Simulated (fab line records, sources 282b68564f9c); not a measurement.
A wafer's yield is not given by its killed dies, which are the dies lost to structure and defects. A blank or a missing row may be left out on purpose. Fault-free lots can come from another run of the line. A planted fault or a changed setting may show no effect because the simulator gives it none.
fab line records ; flow rit-cmos
record lots=6; wafers=18; last-day=7
route steps=202 shown GATE@83
lots with no fault: from the same line, run without faults
start-h: hours from the record's opening day to when the first of the lot's shown wafers began ; wait-h: how many hours have passed since the lot's step before this one ; " unchanged from the row above ; L1.1+2: one row covering several wafers at once ; - no value, or no start given ; * or withheld: withheld ; < > ~ a bound
route shown NAME@n: NAME is a module with steps in the file, n the number in the route of the first one ; usual: the fault-free wafers' mean and standard deviation ; same: alike in all rows ; chamber/n: place in a boat ; sites: per-site readings ; _std_site: the standard deviation of these ; _edge_site: inner sites' mean taken away from outer sites' mean ; radius-mm: for every site, how far away it sits from the centre of the wafer ; mask NAME#n: copy n ; behind: tool/chamber where the wafer was last shaped ; hold: what put the lot on hold/how long, in hours/how the hold closed ; device: which transistor (n, p or np) failed to switch ; end of line: tests of these same wafers at the route's end ; where a step has no rows: the recipe by itself ; killed: count of dies lost to structure and defects at first sort (not the wafer's yield) ; map: the dies of a wafer, with x for killed, . for not killed, _ for no die there
set.NAME: the setting that was run; set.NAME@STEP: the one run at that earlier step ; model.NAME: the simulator's own value behind a step, which no gauge read
certain route steps with their lots: each step a table, each wafer a row
services: when a tool's chamber went out of use (start-h, in hours from the record's first day, below 0 if earlier), for how many hours, and the reason
## steps
# step RIT_GATE_THK_MEAS_07
# recipe reads=SiO2_of_GATE_OXIDATION_05
# usual GATE_OXIDE_THK=3.04/0.072
lot.wafer;tool;chamber;start-h;wait-h;GATE_OXIDE_THK[nm]
L830.3;film-metro-01;-;33.67;0.0;3.05
L830.4;film-metro-01;-;33.67;0.0;2.96
L830.6;film-metro-01;-;33.67;0.0;2.94
L839.3;film-metro-01;-;79.03;0.0;3.01
L839.5;film-metro-01;-;79.03;0.0;3.07
L839.6;film-metro-01;-;79.03;0.0;3.03
L843.1;film-metro-04;-;104.19;0.0;3.08
L843.4;film-metro-04;-;104.19;0.0;3.09
L843.6;film-metro-04;-;104.19;0.0;3.02
L844.1;film-metro-02;-;106.30;0.0;3.13
L844.5;film-metro-02;-;106.30;0.0;2.98
L844.6;film-metro-02;-;106.30;0.0;3.02
L846.3;film-metro-02;-;118.84;0.0;3.11
L846.4;film-metro-02;-;118.84;0.0;3.12
L846.6;film-metro-02;-;118.84;0.0;2.99
L853.2;film-metro-04;-;149.47;0.0;2.99
L853.3;film-metro-04;-;149.47;0.0;3.03
L853.4;film-metro-04;-;149.47;0.0;3.02
# step RIT_GATE_CVD_08
# recipe material=poly-Si; target-thk-nm=250; temp-c=610; precursor=SiH4; time-s=2220; pressure-mtorr=300; sih4-flow-sccm=100
# step RIT_GATE_THK_MEAS_09
# recipe reads=poly-Si_of_GATE_CVD_08
# usual GATE_POLY_THK=249.4/2.6
lot.wafer;tool;chamber;start-h;wait-h;GATE_POLY_THK[nm]
L830.3;film-metro-02;-;35.34;0.0;253.4
L830.4;film-metro-02;-;35.34;0.0;254.0
L830.6;film-metro-02;-;35.34;0.0;254.1
L839.3;film-metro-04;-;80.71;0.0;247.4
L839.5;film-metro-04;-;80.71;0.0;249.3
L839.6;film-metro-04;-;80.71;0.0;249.3
L843.1;film-metro-01;-;105.87;0.0;248.2
L843.4;film-metro-01;-;105.87;0.0;248.0
L843.6;film-metro-01;-;105.87;0.0;251.9
L844.1;film-metro-04;-;107.98;0.0;247.3
L844.5;film-metro-04;-;107.98;0.0;246.2
L844.6;film-metro-04;-;107.98;0.0;245.4
L846.3;film-metro-01;-;120.52;0.0;247.5
L846.4;film-metro-01;-;120.52;0.0;246.2
L846.6;film-metro-01;-;120.52;0.0;246.8
L853.2;film-metro-01;-;151.15;0.0;248.2
L853.3;film-metro-01;-;151.15;0.0;248.7
L853.4;film-metro-01;-;151.15;0.0;248.2
# step RIT_GATE_HMDS_10
# recipe prime-time-s=60; prime-temp-c=140
# step RIT_GATE_COAT_11
# recipe resist=NOVOLAK; spin-rpm=4250; resist-thk-nm=841
# step RIT_GATE_SOFTBAKE_12
# recipe resist=NOVOLAK; temp-c=90; time-s=60
# step RIT_GATE_EXPOSE_13
# recipe mask-id=M6; na=0.6; source-shape=conventional; sigma-outer=0.6; target-cd-nm=150; dose-mj=380
# step RIT_GATE_PEB_14
# recipe resist=NOVOLAK; temp-c=withheld; time-s=withheld
# step RIT_GATE_DEVELOP_15
# recipe resist=NOVOLAK; develop-time-s=50; dev-temp-c=23
# step RIT_GATE_CD_MEAS_16
# recipe target-cd-nm=150
# usual cd-nm=150.6/2.7
lot.wafer;tool;chamber;start-h;wait-h;cd-nm
L830.3;cd-sem-02;-;36.27;-;146.2
L830.4;cd-sem-02;-;36.27;-;147.6
L830.6;cd-sem-02;-;36.27;-;148.1
L839.3;cd-sem-01;-;81.64;-;147.9
L839.5;cd-sem-01;-;81.64;-;146.9
L839.6;cd-sem-01;-;81.64;-;147.4
L843.1;cd-sem-01;-;106.81;-;155.1
L843.4;cd-sem-01;-;106.81;-;152.2
L843.6;cd-sem-01;-;106.81;-;154.9
L844.1;cd-sem-02;-;109.01;-;150.9
L844.5;cd-sem-02;-;109.01;-;149.1
L844.6;cd-sem-02;-;109.01;-;148.9
L846.3;cd-sem-01;-;121.45;-;153.0
L846.4;cd-sem-01;-;121.45;-;151.8
L846.6;cd-sem-01;-;121.45;-;151.6
L853.2;cd-sem-02;-;152.19;-;149.0
L853.3;cd-sem-02;-;152.19;-;149.8
L853.4;cd-sem-02;-;152.19;-;150.2
# step RIT_GATE_OVL_MEAS_17
# usual GATE_OVL=0.0/1.3
lot.wafer;tool;chamber;start-h;wait-h;GATE_OVL[nm]
L830.3;overlay-02;-;36.37;0.1;4.2
L830.4;overlay-02;-;36.37;0.1;3.7
L830.6;overlay-02;-;36.37;0.1;1.6
L839.3;overlay-02;-;81.73;0.1;0.3
L839.5;overlay-02;-;81.73;0.1;0.7
L839.6;overlay-02;-;81.73;0.1;0.8
L843.1;overlay-02;-;106.93;0.1;-0.7
L843.4;overlay-02;-;106.93;0.1;-1.2
L843.6;overlay-02;-;106.93;0.1;-0.7
L844.1;overlay-02;-;109.13;0.1;1.2
L844.5;overlay-02;-;109.13;0.1;-0.6
L844.6;overlay-02;-;109.13;0.1;-0.5
L846.3;overlay-01;-;121.54;0.1;-0.1
L846.4;overlay-01;-;121.54;0.1;0.3
L846.6;overlay-01;-;121.54;0.1;-2.0
L853.2;overlay-01;-;152.30;0.1;0.5
L853.3;overlay-01;-;152.30;0.1;-0.9
L853.4;overlay-01;-;152.30;0.1;0.4
# step RIT_GATE_HARDBAKE_18
# recipe resist=NOVOLAK; temp-c=140; time-s=60
# step RIT_GATE_ETCH_19
# recipe chemistry=SF6/CHF3/O2; time-s=165; SF6_flow_sccm=30; CHF3_flow_sccm=30; O2_flow_sccm=5; target=poly-Si; pressure-mtorr=40; rf-w=160; target-depth-a=3125; over-etch-frac=0.25; stop-on=SiO2
# usual drypump-motor-current-A=5.6/0.38; oes-product-au=0.843/0.013; over-etch-frac=0.25/0; rf-fwd-power-W=159.4/0.47; throttle-valve-pct=10.26/0.11
lot.wafer;tool;chamber;start-h;wait-h;drypump-motor-current-A;oes-product-au;over-etch-frac;rf-fwd-power-W;rf-hours-counter-h;throttle-valve-pct;model.NOVOLAK_of_GATE_COAT_11.thk-nm
L830.3;rie-si-02;3;36.54;0.1;5.2;0.852;0.25;159.9;41;10.26;666.9
L830.4;rie-si-02;3;36.54;0.1;5.2;0.854;0.25;159.5;-;10.25;666.8
L830.6;rie-si-02;2;36.54;0.1;5.8;0.841;0.25;159.4;-;10.41;667.5
L839.3;rie-si-01;1;81.90;0.1;5.5;0.828;0.25;159.9;121;10.35;660.6
L839.5;rie-si-01;0;81.90;0.1;4.9;0.854;0.25;159.9;-;10.25;653
L839.6;rie-si-01;1;81.90;0.1;5.5;0.834;0.25;160.3;-;10.36;661.2
L843.1;rie-si-01;1;107.11;0.1;5.5;0.828;0.25;159.7;121;10.35;660.3
L843.4;rie-si-01;2;107.11;0.1;6.1;0.866;0.25;159.4;23;10.09;659
L843.6;rie-si-01;1;107.11;0.1;5.5;0.835;0.25;159.0;-;10.34;658.9
L844.1;rie-si-02;1;109.32;0.1;6.2;0.940;0.05;158.8;48;10.07;671.4
L844.5;rie-si-02;3;109.32;0.1;5.2;0.927;0.05;159.0;-;10.27;680
L844.6;rie-si-02;0;109.32;0.1;5.8;0.954;0.05;159.8;-;10.24;674.1
L846.3;rie-si-02;0;121.71;0.1;5.8;0.959;0.05;158.8;83;10.21;674.7
L846.4;rie-si-02;3;121.71;0.1;5.2;0.910;0.05;159.8;42;10.26;679.6
L846.6;rie-si-02;0;121.71;0.1;5.8;0.965;0.05;158.8;-;10.24;671.6
L853.2;rie-si-01;3;152.51;0.1;5.7;0.840;0.25;159.8;65;10.30;664.8
L853.3;rie-si-01;0;152.51;0.1;4.9;0.851;0.25;159.8;69;10.28;653.5
L853.4;rie-si-01;1;152.51;0.1;5.5;0.826;0.25;159.2;121;10.34;658.9
# step RIT_GATE_STRIP_20
# recipe chemistry=O2; time-s=180; resist=NOVOLAK; platen-temp-c=withheld; power-w=500; pressure-mtorr=4000; o2-flow-sccm=4000
# usual drypump-motor-current-A=5.9/0.68; rf-refl-power-W=5.7/0.97
lot.wafer;tool;chamber;start-h;wait-h;drypump-motor-current-A;rf-hours-counter-h;rf-refl-power-W
L830.3;plasma-asher-01;0;36.71;0.1;6.7;-;5.8
L830.4;plasma-asher-01;1;36.71;0.1;5.6;-;4.5
L830.6;plasma-asher-01;0;36.71;0.1;6.7;-;6.0
L839.3;plasma-asher-01;0;82.07;0.1;6.7;-;5.5
L839.5;plasma-asher-01;0;82.07;0.1;6.8;-;5.4
L839.6;plasma-asher-01;1;82.07;0.1;5.6;-;4.2
L843.1;plasma-asher-03;0;107.22;0.1;6.2;45;7.2
L843.4;plasma-asher-03;1;107.22;0.1;4.8;-;5.4
L843.6;plasma-asher-03;0;107.22;0.1;6.2;-;7.2
L844.1;plasma-asher-01;0;109.43;0.1;6.7;47;5.7
L844.5;plasma-asher-01;0;109.43;0.1;6.8;-;5.6
L844.6;plasma-asher-01;1;109.43;0.1;5.6;-;4.3
L846.3;plasma-asher-04;0;121.88;0.1;6.3;-;5.9
L846.4;plasma-asher-04;1;121.88;0.1;5.2;-;6.9
L846.6;plasma-asher-04;1;121.88;0.1;5.1;-;6.8
L853.2;plasma-asher-03;0;152.62;0.1;6.2;50;7.0
L853.3;plasma-asher-03;1;152.62;0.1;4.9;-;5.4
L853.4;plasma-asher-03;0;152.62;0.1;6.2;-;7.1
## services
tool;chamber;start-h;hours;kind
rie-si-02;1;26.75;43.1;repair
rie-si-02;2;28.32;7.6;repair
plasma-asher-01;-;59.59;11.9;repair
rie-si-02;0;80.78;2.1;repair
rie-si-01;2;81.52;6.8;repair
plasma-asher-04;-;101.70;3.8;repair
plasma-asher-04;-;108.75;9.0;pm
plasma-asher-04;0;108.75;9.0;vent-cycle
plasma-asher-04;1;108.75;9.0;vent-cycle
rie-si-01;0;110.61;3.7;repair
plasma-asher-04;0;117.75;-;clean
plasma-asher-04;1;117.75;-;clean
rie-si-01;-;145.90;2.8;pm
## key
first-sign step=RIT_GATE_ETCH_19; reading=over-etch-frac; direction=down; sigmas=99+; usual=0.25; struck=0.05
effect step=RIT_GATE_ETCH_19; reading=oes-product-au; direction=up; sigmas=7.5; usual=0.843; struck=0.943
model-effect step=RIT_GATE_ETCH_19; value=NOVOLAK_of_GATE_COAT_11.thk-nm; without=661.8; struck=675.2
met-at RIT_GATE_ETCH_19
struck-wafers L844.1,L844.5,L844.6,L846.3,L846.4,L846.6
later-rows-left-out L846.4
sort-left-out L844.1,L844.5,L844.6,L846.3,L846.4,L846.6
tester-left-out L844,L846
onset-between 36.54 109.32
fault kind=process-parameter-drift; tool=rie-si-02; chamber=-; onset-h=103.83; steps=RIT_GATE_ETCH_19; channel=over-etch-frac; offset=-0.2; shape=step; end-h=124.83; stated=0.25
# tester-left-out: of these lots the tester's yield and bins aren't shown, on N5 and GAA mostly nor the transistor test; their killed dies are dies lost to structure and defects alone, not to doping, threshold or leakage, so they don't give the yield
# sort-left-out: the simulated sort isn't trusted on such a fault, so these wafers' sort isn't shown, and their yield isn't known
# later-rows-left-out: the simulator's readings of these wafers behind a module that went badly wrong aren't trusted and aren't shown, but for the sort
